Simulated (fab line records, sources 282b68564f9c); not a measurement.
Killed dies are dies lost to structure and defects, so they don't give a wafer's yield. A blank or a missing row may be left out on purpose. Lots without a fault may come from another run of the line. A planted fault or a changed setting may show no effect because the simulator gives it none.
fab line records | flow rit_cmos
record lots=6 wafers=18 last_day=7
route steps=202 shown GATE@83 M1@202
lots that met no fault: from a run of the same line without faults
start_h: hours from the record's first day to the start of the lot's first wafer shown | wait_h: hours since the lot's step before | " the same as in the row above | L1.1+2: a row that stands for several wafers | - no value, or no start given | * or withheld: withheld | < > ~ a bound
route shown NAME@n: a module of which the file shows steps, and the number in the route of the first | usual: mean/standard deviation of fault-free wafers | same: alike in all rows | chamber/n: place in a boat | sites: the reading at each site | _std_site: their standard deviation | _edge_site: outer sites' mean less inner sites' | radius_mm: how far each site lies from the wafer's centre | mask NAME#n: copy n | behind: the tool/chamber that last shaped the wafer | hold: why the lot was held/for how many hours/how that ended | device: the transistor (n, p or np) that didn't switch | end of line: the same wafers' tests at the end of the route | a step without rows: its recipe alone | killed: dies lost to structure and defects at the first sort, not the wafer's yield | map: a wafer's dies, x killed, . not, _ none there
set.NAME: the setting as run; set.NAME@STEP: as run at that earlier step | model.NAME: the simulator's own value behind a step, which no gauge read
lots at some steps of the route; a table a step, a row a wafer
services: from which hour (start_h, from the record's first day; less than 0 if before it) a tool's chamber was out of use, for how many hours, and why
## steps
# step RIT_GATE_THK_MEAS_07
# recipe reads=SiO2_of_GATE_OXIDATION_05
# usual GATE_OXIDE_THK=3.04/0.068
# columns lot.wafer tool chamber start_h wait_h GATE_OXIDE_THK[nm]
L259.1 film_metro-03 - 33.51 0.0 3.02
L259.4 " - " " 2.99
L259.6 " - " " 3.01
L264.1 film_metro-01 - 58.31 0.0 3.05
L264.5 " - " " 3.13
L264.6 " - " " 3.13
L269.4 film_metro-02 - 83.88 0.0 3.05
L269.5 " - " " 3.06
L269.6 " - " " 3.04
L271.1 film_metro-02 - 97.64 0.0 2.98
L271.3 " - " " 2.97
L271.5 " - " " 3.08
L278.1 film_metro-01 - 129.88 0.0 3.05
L278.2 " - " " 3.08
L278.4 " - " " 3.04
L282.3 film_metro-03 - 149.71 0.0 2.95
L282.4 " - " " 2.82
L282.5 " - " " 2.87
# step RIT_GATE_CVD_08
# recipe material=poly-Si target_thk_nm=250 temp_c=610 precursor=SiH4 time_s=2220 pressure_mtorr=300 sih4_flow_sccm=100
# step RIT_GATE_THK_MEAS_09
# recipe reads=poly-Si_of_GATE_CVD_08
# usual GATE_POLY_THK=251.1/2.7
# columns lot.wafer tool chamber start_h wait_h GATE_POLY_THK[nm]
L259.1 film_metro-01 - 35.19 0.0 249.1
L259.4 " - " " 249.3
L259.6 " - " " 249.6
L264.1 film_metro-02 - 59.99 0.0 256.4
L264.5 " - " " 258.4
L264.6 " - " " 255.1
L269.4 film_metro-02 - 85.56 0.0 248.3
L269.5 " - " " 251.0
L269.6 " - " " 247.2
L271.1 film_metro-03 - 99.31 0.0 248.9
L271.3 " - " " 247.5
L271.5 " - " " 247.1
L278.1 film_metro-01 - 131.56 0.0 247.7
L278.2 " - " " 249.0
L278.4 " - " " 248.6
L282.3 film_metro-02 - 151.39 0.0 249.3
L282.4 " - " " 247.8
L282.5 " - " " 248.1
# step RIT_GATE_HMDS_10
# recipe prime_time_s=60 prime_temp_c=140
# step RIT_GATE_COAT_11
# recipe resist=NOVOLAK spin_rpm=4250 resist_thk_nm=850
# step RIT_GATE_SOFTBAKE_12
# recipe resist=NOVOLAK temp_c=90 time_s=60
# step RIT_GATE_EXPOSE_13
# recipe mask_id=M6 na=0.6 source_shape=conventional sigma_outer=0.6 target_cd_nm=150 dose_mj=380
# step RIT_GATE_PEB_14
# recipe resist=NOVOLAK temp_c=withheld time_s=withheld
# step RIT_GATE_DEVELOP_15
# recipe resist=NOVOLAK develop_time_s=50 dev_temp_c=23
# step RIT_GATE_CD_MEAS_16
# recipe target_cd_nm=150
# usual cd_nm=150.3/2.2
# columns lot.wafer tool chamber start_h wait_h cd_nm
L259.1 cd_sem-01 - 36.38 - 150.6
L259.4 " - " " 152.0
L259.6 " - " " 151.8
L264.1 cd_sem-01 - 61.02 - 150.0
L264.5 " - " " 148.2
L264.6 " - " " 148.2
L269.4 cd_sem-02 - 86.50 - 154.3
L269.5 " - " " 150.7
L269.6 " - " " 150.6
L271.1 cd_sem-01 - 100.35 - 149.6
L271.3 " - " " 150.3
L271.5 " - " " 149.2
L278.1 cd_sem-02 - 132.80 - 150.6
L278.2 " - " " 153.4
L278.4 " - " " 152.4
L282.3 cd_sem-02 - 152.66 - 147.2
L282.4 " - " " 147.2
L282.5 " - " " 146.9
# step RIT_GATE_OVL_MEAS_17
# usual GATE_OVL=-0.7/1.4
# columns lot.wafer tool chamber start_h wait_h GATE_OVL[nm]
L259.1 overlay-02 - 36.50 0.1 -1.3
L259.4 " - " " -1.2
L259.6 " - " " 0.5
L264.1 overlay-01 - 61.14 0.1 0.6
L264.5 " - " " 0.8
L264.6 " - " " -0.8
L269.4 overlay-01 - 86.58 0.1 -1.1
L269.5 " - " " -1.4
L269.6 " - " " -0.6
L271.1 overlay-02 - 100.47 0.1 -2.2
L271.3 " - " " -2.1
L271.5 " - " " -3.0
L278.1 overlay-01 - 132.92 0.1 -0.9
L278.2 " - " " -0.6
L278.4 " - " " -2.8
L282.3 overlay-01 - 152.76 0.1 -1.7
L282.4 " - " " -0.7
L282.5 " - " " -1.5
# step RIT_GATE_HARDBAKE_18
# recipe resist=NOVOLAK temp_c=140 time_s=60
# step RIT_GATE_ETCH_19
# recipe chemistry=SF6/CHF3/O2 time_s=165 SF6_flow_sccm=30 CHF3_flow_sccm=30 O2_flow_sccm=5 target=poly-Si pressure_mtorr=40 rf_w=160 target_depth_a=3125 over_etch_frac=0.25 stop_on=SiO2
# usual drypump_motor_current_A=5.6/0.38 oes_product_au=0.851/0.016 run_length_s=193.3/0.54 throttle_valve_pct=10.13/0.12
# columns lot.wafer tool chamber start_h wait_h drypump_motor_current_A oes_product_au rf_hours_counter_h run_length_s throttle_valve_pct model.NOVOLAK_of_GATE_COAT_11.thk_nm
L259.1 rie_si-01 0 36.68 0.1 5.4 0.851 131 192.5 10.12 668.1
L259.4 " 3 " " 5.7 0.848 1 194.6 10.32 664
L259.6 " 0 " " 5.4 0.860 - 192.8 10.11 671
L264.1 rie_si-02 1 61.33 0.1 5.6 0.880 26 192.7 10.15 668.8
L264.5 " 3 " " 5.5 0.868 - 193.7 10.26 670.1
L264.6 " 0 " " 6.5 0.850 - 193.4 10.03 670.9
L269.4 rie_si-01 3 86.74 0.1 5.7 0.852 2 194.3 10.31 672.9
L269.5 " 2 " " 5.8 0.765 - 210.8 9.99 666.5
L269.6 " 3 " " 5.7 0.851 - 194.2 10.31 668.8
L271.1 rie_si-01 2 100.65 0.1 5.8 0.764 6 211.1 10.00 663.6
L271.3 " 3 " " 5.7 0.837 2 194.2 10.32 667.7
L271.5 " 0 " " 5.4 0.854 - 192.4 10.13 672.1
L278.1 rie_si-02 3 133.16 0.1 5.5 0.837 69 193.6 10.24 669.8
L278.2 " 1 " " 5.6 0.867 26 193.1 10.16 667.6
L278.4 " 0 " " 6.5 0.830 106 193.4 10.05 672
L282.3 rie_si-02 0 152.93 0.1 6.5 0.836 106 193.1 10.08 667.8
L282.4 " 1 " " 5.6 0.854 - 193.1 10.15 667
L282.5 " 0 " " 6.5 0.829 - 193.2 10.06 669.4
# step RIT_GATE_STRIP_20
# recipe chemistry=O2 time_s=180 resist=NOVOLAK platen_temp_c=withheld power_w=500 pressure_mtorr=4000 o2_flow_sccm=4000
# usual drypump_motor_current_A=5.9/0.56
# columns lot.wafer tool chamber start_h wait_h drypump_motor_current_A rf_hours_counter_h
L259.1 plasma_asher-03 0 36.79 0.1 4.9 23
L259.4 " 0 " " 4.9 -
L259.6 " 0 " " 4.9 -
L264.1 plasma_asher-03 0 61.44 0.1 4.9 25
L264.5 " 1 " " 6.0 -
L264.6 " 0 " " 4.9 -
L269.4 plasma_asher-04 1 86.91 0.1 6.5 -
L269.5 " 0 " " 5.8 -
L269.6 " 1 " " 6.5 -
L271.1 plasma_asher-02 0 100.76 0.1 6.2 43
L271.3 " 0 " " 6.2 -
L271.5 " 1 " " 4.9 -
L278.1 plasma_asher-04 1 133.26 0.1 6.5 52
L278.2 " 0 " " 5.8 52
L278.4 " 1 " " 6.4 -
L282.3 plasma_asher-04 0 153.10 0.1 5.8 -
L282.4 " 1 " " 6.5 -
L282.5 " 0 " " 5.8 -
# step RIT_M1_PROBE_99
# usual killed_at_front_end=7.1/3 killed_dies=7.3/3 killed_open=3.6/2 killed_short=3.5/1.9
# same gross_dies=264 killed_at_M0_to_M3=0 killed_at_M4_up=0 killed_at_back_side=0 killed_at_contacts=0 killed_at_other=0
# columns lot.wafer tool chamber start_h wait_h killed_at_front_end killed_dies killed_open killed_short
L259.1 prober-01 - 56.91 0.1 8 8 4 3
L259.4 prober-01 - 57.06 0.2 17 17 8 8
L259.6 prober-01 - 57.16 0.2 7 7 1 6
L264.1 prober-02 - 81.15 0.1 9 9 3 6
L264.5 prober-02 - 81.35 0.2 9 9 6 3
L264.6 prober-02 - 81.40 0.2 4 4 2 2
L269.4 prober-01 - 108.64 0.2 6 6 3 3
L269.5 prober-01 - 108.69 0.2 9 9 5 4
L269.6 prober-01 - 108.74 0.2 12 12 8 4
L271.1 prober-01 - 122.15 0.1 6 6 0 6
L271.3 prober-01 - 122.25 0.2 3 3 1 2
L271.5 prober-01 - 122.35 0.2 2 2 2 0
L278.1 prober-02 - 154.06 0.1 6 6 4 2
L278.2 prober-02 - 154.11 0.1 8 8 3 5
L278.4 prober-02 - 154.21 0.2 7 7 3 4
L282.3 prober-02 - 173.07 0.2 10 10 7 3
L282.4 prober-02 - 173.12 0.2 5 5 1 4
L282.5 prober-02 - 173.17 0.2 12 12 2 10
# killed by level:class
L259.1 GATE:geometric_particle:short=2 GATE:geometric_particle:open=2 FOX2:geometric_particle:open=1 FOX2:geometric_particle:short=1 GATE:coat_microbubble_printed=1 REOX:geometric_particle:open=1
L259.4 REOX:geometric_particle:short=3 FOX2:geometric_particle:open=2 GATE:geometric_particle:short=2 SPACER:geometric_particle:short=2 REOX:geometric_particle:open=2 SPACER:geometric_particle:open=2 FOX1:geometric_particle:open=1 GATE:geometric_particle:open=1
L259.6 GATE:geometric_particle:short=3 SPACER:geometric_particle:short=2 FOX2:geometric_particle:open=1 REOX:geometric_particle:short=1
L264.1 GATE:geometric_particle:short=2 GATE:geometric_particle:open=2 SILICIDE:geometric_particle:short=2 FOX1:geometric_particle:short=1 FOX2:geometric_particle:open=1 REOX:geometric_particle:short=1
L264.5 GATE:geometric_particle:open=3 REOX:geometric_particle:open=2 FOX1:geometric_particle:short=1 FOX2:geometric_particle:short=1 GATE:geometric_particle:short=1 SILICIDE:geometric_particle:open=1
L264.6 GATE:geometric_particle:open=2 GATE:geometric_particle:short=2
L269.4 SILICIDE:geometric_particle:open=2 SILICIDE:geometric_particle:short=2 FOX1:geometric_particle:open=1 GATE:geometric_particle:short=1
L269.5 SILICIDE:geometric_particle:open=3 FOX1:geometric_particle:short=1 FOX1:geometric_particle:open=1 GATE:geometric_particle:short=1 REOX:geometric_particle:open=1 REOX:geometric_particle:short=1 SPACER:geometric_particle:short=1
L269.6 REOX:geometric_particle:open=3 SILICIDE:geometric_particle:open=3 SILICIDE:geometric_particle:short=2 FOX1:geometric_particle:short=1 GATE:geometric_particle:open=1 REOX:geometric_particle:short=1 SPACER:geometric_particle:open=1
L271.1 GATE:geometric_particle:short=3 REOX:geometric_particle:short=3
L271.3 FOX1:geometric_particle:short=1 GATE:geometric_particle:short=1 REOX:geometric_particle:open=1
L271.5 GATE:geometric_particle:open=1 SILICIDE:geometric_particle:open=1
L278.1 GATE:geometric_particle:open=3 GATE:geometric_particle:short=1 SPACER:geometric_particle:short=1 SPACER:geometric_particle:open=1
L278.2 GATE:geometric_particle:short=4 GATE:geometric_particle:open=2 FOX1:geometric_particle:short=1 FOX1:geometric_particle:open=1
L278.4 GATE:geometric_particle:short=3 GATE:geometric_particle:open=1 REOX:geometric_particle:open=1 SPACER:geometric_particle:short=1 SILICIDE:geometric_particle:open=1
L282.3 REOX:geometric_particle:open=3 GATE:geometric_particle:open=2 FOX1:geometric_particle:short=1 REOX:geometric_particle:short=1 SPACER:geometric_particle:short=1 SPACER:geometric_particle:open=1 SILICIDE:geometric_particle:open=1
L282.4 SILICIDE:geometric_particle:short=2 FOX1:geometric_particle:open=1 GATE:geometric_particle:short=1 REOX:geometric_particle:short=1
L282.5 FOX1:geometric_particle:short=3 REOX:geometric_particle:short=3 FOX2:geometric_particle:short=2 FOX1:geometric_particle:open=1 GATE:geometric_particle:open=1 GATE:geometric_particle:short=1 SPACER:geometric_particle:short=1
## services
# columns tool chamber start_h hours kind
rie_si-01 2 12.72 6.2 repair
plasma_asher-03 - 44.61 4.5 repair
rie_si-02 3 89.89 4.7 repair
rie_si-01 1 107.84 37.5 repair
plasma_asher-02 - 108.75 9.0 pm
plasma_asher-02 0 108.75 9.0 vent_cycle
plasma_asher-02 1 108.75 9.0 vent_cycle
plasma_asher-03 - 110.13 0.6 repair
plasma_asher-02 0 117.75 - clean
plasma_asher-02 1 117.75 - clean
plasma_asher-02 - 120.17 14.6 pm
rie_si-02 0 149.87 2.1 repair
rie_si-02 2 151.96 - clean
## key
first_sign step=RIT_GATE_ETCH_19 reading=run_length_s direction=up sigmas=33 usual=* struck=*
effect step=RIT_GATE_ETCH_19 reading=oes_product_au direction=down sigmas=5.5 usual=0.851 struck=0.764
model_effect step=RIT_GATE_ETCH_19 value=NOVOLAK_of_GATE_COAT_11.thk_nm without=673.6 struck=665.1
met_at RIT_GATE_ETCH_19
struck_wafers L269.5,L271.1
tester_left_out L269,L271
fault kind=process_parameter_drift tool=rie_si-01 chamber=2 onset_h=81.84 steps=RIT_GATE_ETCH_19 channel=time_s offset=* shape=step end_h=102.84 stated=*
# tester_left_out: of these lots the tester's yield and bins aren't shown, on N5 and GAA mostly nor the transistor test; their killed dies are dies lost to structure and defects alone, not to doping, threshold or leakage, so they don't give the yield
